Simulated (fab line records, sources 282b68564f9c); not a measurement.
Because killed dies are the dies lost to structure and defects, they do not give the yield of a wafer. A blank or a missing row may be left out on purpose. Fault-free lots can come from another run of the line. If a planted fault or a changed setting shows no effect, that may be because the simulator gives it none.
A struck lot beside a sound one :: flow ritCmos :: 19 out of 202 route steps
Sound: these wafers, L367.2, L367.4, L367.5. The struck wafers were L382.2, L382.4, L382.5. The cause is named last.
For every step that has rows: the tool of each side, followed by ch and its chambers, followed by its first start. Under that, the readings that differ: sound wafers :: struck wafers :: difference of the means :: sigmas: that difference in standard deviations of wafers without a fault.
alike: readings with means less than 2 such deviations apart, plus words and numbers identical on both sides. not compared: withheld readings, readings lacking a value on some wafer, bounds such as >300 that could conceal the same value, and numbers that have no deviation in the record and whose values overlap.
Wherever a step has rows on one side only, a row that says differs or no value, or a row with sigmas, the two part there. Numbers that have no deviation but don't overlap get no sigmas and don't part them. A reading that every wafer of one side lacks parts them only if that side has two wafers or more.

first, 1 step without rows for these wafers: RIT_CONTACT_HARDBAKE_10 (time 60 s).
RIT_CONTACT_ETCH_11: etches SiO2 in CHF3/CF4/Ar, stops on TiSi2, target depth 480 nm, time 320 s.
  sound on rieDiel-04 ch 0,3, day 4 17:31; struck on rieDiel-04 ch 0,2,3, day 7 19:34
  alike: O2_flow_sccm, drypumpMotorCurrentA, oesProductAu, throttleValvePct
  not compared: rfHoursCounterH
RIT_CONTACT_STRIP_12: strips in O2, time 180 s.
  sound on plasmaAsher-02 ch 0,1, day 4 17:43; struck on plasmaAsher-02 ch 0,1, day 7 19:45
  alike: drypumpMotorCurrentA
  not compared: rfHoursCounterH
RIT_CONTACT_CD_MEAS_90: the cd target is 1000 nm.
  sound: cdSem-01 at day 4 17:55; struck: cdSem-01 at day 7 19:57
  alike: cdNm
then, 2 steps without rows for these wafers: RIT_CONTACT_CLEAN_13 (cleans in SC1, time 600 s); RIT_CONTACT_CLEAN_14 (cleans in SC2, time 600 s).
RIT_M1_SPUTTER_00: material Al, target thk 400 nm, time 500 s.
  sound: pvdSputter-01 at day 4 18:22; struck: pvdSputter-01 at day 7 20:24
  alike: throttleValvePct
RIT_M1_RS_MEAS_01: measurement is done with a four-point probe.
  sound: filmMetro-03 at day 4 18:40; struck: filmMetro-02 at day 7 20:43
  alike: M1_AL_RS
RIT_M1_THK_MEAS_02: measures by xrf.
  sound: filmMetro-03 at day 4 18:47; struck: filmMetro-02 at day 7 20:49
  alike: M1_AL_THK
then, 3 steps without rows for these wafers: RIT_M1_HMDS_03 (prime time 60 s); RIT_M1_COAT_04 (resist thk 1300 nm); RIT_M1_SOFTBAKE_05 (time 60 s).
RIT_M1_EXPOSE_06: exposes mask M12, target cd 2600 nm.
  sound on ilineStepper-01 ch 0, day 4 19:18; struck on ilineStepper-01 ch 0, day 7 21:20
reading: model.M1.overlayXNm (nm)
sound: -1.415 -1.415 -1.415
struck: 238.3 238.3 238.3
difference: +239.7
sigmas: 
  alike: mask
then, 2 steps without rows for these wafers: RIT_M1_PEB_07; RIT_M1_DEVELOP_08 (develop time 68 s).
RIT_M1_CD_MEAS_09: the cd target is 2600 nm.
  sound: cdSem-01 at day 4 19:44; struck: cdSem-01 at day 7 21:48
  alike: cdNm
RIT_M1_OVL_MEAS_10:
  sound: overlay-01 at day 4 19:50; struck: overlay-01 at day 7 21:55
reading: M1_OVL (nm)
sound: 1.0 -1.0 -0.2
struck: 238.7 238.4 235.9
difference: +237.7
sigmas: +99 or more
then, 1 step without rows for these wafers: RIT_M1_HARDBAKE_11 (time 120 s).
RIT_M1_PROBE_99:
  sound: prober-02 at day 4 22:26; struck: prober-01 at day 8 00:29
reading: model.etest.nmos_0p15.junctionLog10AUm
sound: -13.47 -13.58 -13.54
struck: -12.12 -12.25 -12.09
difference: +1.38
sigmas: 

reading: model.etest.nmosNarrow.offLog10AUm
sound: -13.22 -13.25 -13.31
struck: -12.1 -12.22 -12.06
difference: +1.1
sigmas: 

reading: model.etest.gateEndArray.leakLog10AUm
sound: -12.94 -12.78 -13.21
struck: -11.96 -11.99 -11.79
difference: +1.06
sigmas: 

reading: model.etest.nmos_0p3.offLog10AUm
sound: -13.16 -12.98 -13.21
struck: -12.09 -12.2 -12.03
difference: +1.01
sigmas: 

reading: model.etest.pmos_0p15.junctionLog10AUm
sound: -13.86 -13.82 -13.68
struck: -13.04 -13.17 -13.02
difference: +0.71
sigmas: 

reading: model.etest.contactDiodeArray.leakLog10A (angstrom)
sound: -9.381 -9.453 -9.655
struck: -8.645 -8.758 -8.749
difference: +0.779
sigmas: 

reading: model.etest.pmos_0p3.offLog10AUm
sound: -12.84 -12.92 -12.78
struck: -12.69 -12.62 -12.5
difference: +0.24
sigmas: 
  alike: defectLimitedYield, killedAtContacts, killedAtFrontEnd, killedDies, killedOpen, killedShort, sort_bin_3_pad_short, sort_bin_5_function, sort_bin_6_memory, sortNPass, sortYieldPct
  not compared: model.etest.contactNpoly.rcOhm

## WHERE THEY PART
At RIT_M1_OVL_MEAS_10 and nowhere else, as far as this record goes. Later steps at which nothing parts them and some readings are alike: RIT_M1_PROBE_99.

WHY: whatever the simulator had introduced
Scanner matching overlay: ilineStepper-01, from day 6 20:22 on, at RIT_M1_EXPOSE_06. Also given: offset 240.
